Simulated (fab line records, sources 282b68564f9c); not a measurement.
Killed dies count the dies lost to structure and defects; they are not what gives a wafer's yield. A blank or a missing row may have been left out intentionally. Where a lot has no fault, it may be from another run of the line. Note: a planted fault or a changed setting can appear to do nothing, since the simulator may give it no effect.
Comparing a struck lot with a sound one | flow ritCmos | 16 steps out of a route of 202
Sound: the wafers L154.3, L154.4, L154.5. Wafers struck: L159.1, L159.5, L159.6. The cause is named last.
For every step that has rows: the tool of each side, followed by ch and its chambers, followed by its first start. Under that, the readings that differ: sound wafers | struck wafers | difference of the means | sigmas: that difference in standard deviations of wafers without a fault.
alike: words and numbers the same on both sides, and readings whose means are apart by under 2 such deviations; not compared: readings that were withheld, readings missing a value for some wafer, numbers with overlapping values and no deviation given by the record, and bounds like >300 which may hide the same value.
The two part at a step that has a row with sigmas, a row that says differs or no value, or rows on one side only. Numbers that don't overlap but have no deviation are shown without sigmas and don't part them. Lack of a reading on every wafer of one side parts them only where that side has two or more wafers.

first, 1 step without rows for these wafers: RIT_ACTIVE_OXIDATION_01 (target thk 46.8 nm, ox time 3360 s).
RIT_ACTIVE_THK_MEAS_02:
  sound on filmMetro-02, day 4 00:39; struck on filmMetro-04, day 5 02:00
reading               | sound          | struck         | difference | sigmas
ACTIVE_OXIDE_THK (nm) | 44.9 44.6 44.8 | 46.6 46.4 47.0 | +1.9       | +2
then, 1 step without rows for these wafers: RIT_ACTIVE_CVD_03 (deposits Si3N4 from SiH2Cl2/NH3, target thk 150 nm, time 1500 s).
RIT_ACTIVE_THK_MEAS_04:
  sound on filmMetro-01, day 4 02:08; struck on filmMetro-01, day 5 03:29
  alike: ACTIVE_NITRIDE_THK
then, 6 steps without rows for these wafers: RIT_ACTIVE_HMDS_05 (prime time 60 s); RIT_ACTIVE_COAT_06 (resist thk 1000 nm); RIT_ACTIVE_SOFTBAKE_07 (time 60 s); RIT_ACTIVE_EXPOSE_08 (exposes mask M1, target cd 1400 nm); RIT_ACTIVE_PEB_09; RIT_ACTIVE_DEVELOP_10 (develop time 50 s).
RIT_ACTIVE_CD_MEAS_11 targets a cd of 1400 nm.
  sound on cdSem-01, day 4 03:04; struck on cdSem-02, day 5 04:31
  alike: cdNm
then, 1 step without rows for these wafers: RIT_ACTIVE_HARDBAKE_12 (time 60 s).
RIT_ACTIVE_ETCH_13: etches Si3N4 in SF6, stops on SiO2, time 210 s, target depth 210 nm.
  sound on rieDiel-04 ch 0,2,3, day 4 03:17; struck on rieDiel-04 ch 0,1,2, day 5 04:49
  no value came back on the struck wafers for any of 6 readings (SF6_flow_sccm (sccm), chamberPressureMTorr (mTorr) and others); on the sound wafers SF6_flow_sccm (sccm) reads 199.1 199.6 200.2
reading                                    | sound             | struck          | difference | sigmas
model.NOVOLAK_of_ACTIVE_COAT_06.thkNm (nm) | 657.1 657.9 657.7 | 882.8 884.5 882 | +225.5     | 
  not compared: rfHoursCounterH
RIT_ACTIVE_STRIP_14: strips in O2, time 180 s.
  sound on plasmaAsher-04 ch 0,1, day 4 03:29; struck on plasmaAsher-01 ch 0,1, day 5 04:57
  alike: drypumpMotorCurrentA
  not compared: rfHoursCounterH
RIT_ACTIVE_CD_MEAS_90 targets a cd of 1400 nm.
  sound on cdSem-02, day 4 03:38; struck on cdSem-01, day 5 05:07
reading   | sound                | struck | difference                    | sigmas
cdNm (nm) | 1398.4 1399.3 1400.4 | - - -  | no value on the struck wafers | 
then, 1 step without rows for these wafers: RIT_ACTIVE_CLEAN_15 (cleans in SC1, time 600 s).

== WHERE THEY PART ==
Earliest at RIT_ACTIVE_THK_MEAS_02; latest, in this record, at RIT_ACTIVE_CD_MEAS_90.

WHY: the cause the simulator had injected
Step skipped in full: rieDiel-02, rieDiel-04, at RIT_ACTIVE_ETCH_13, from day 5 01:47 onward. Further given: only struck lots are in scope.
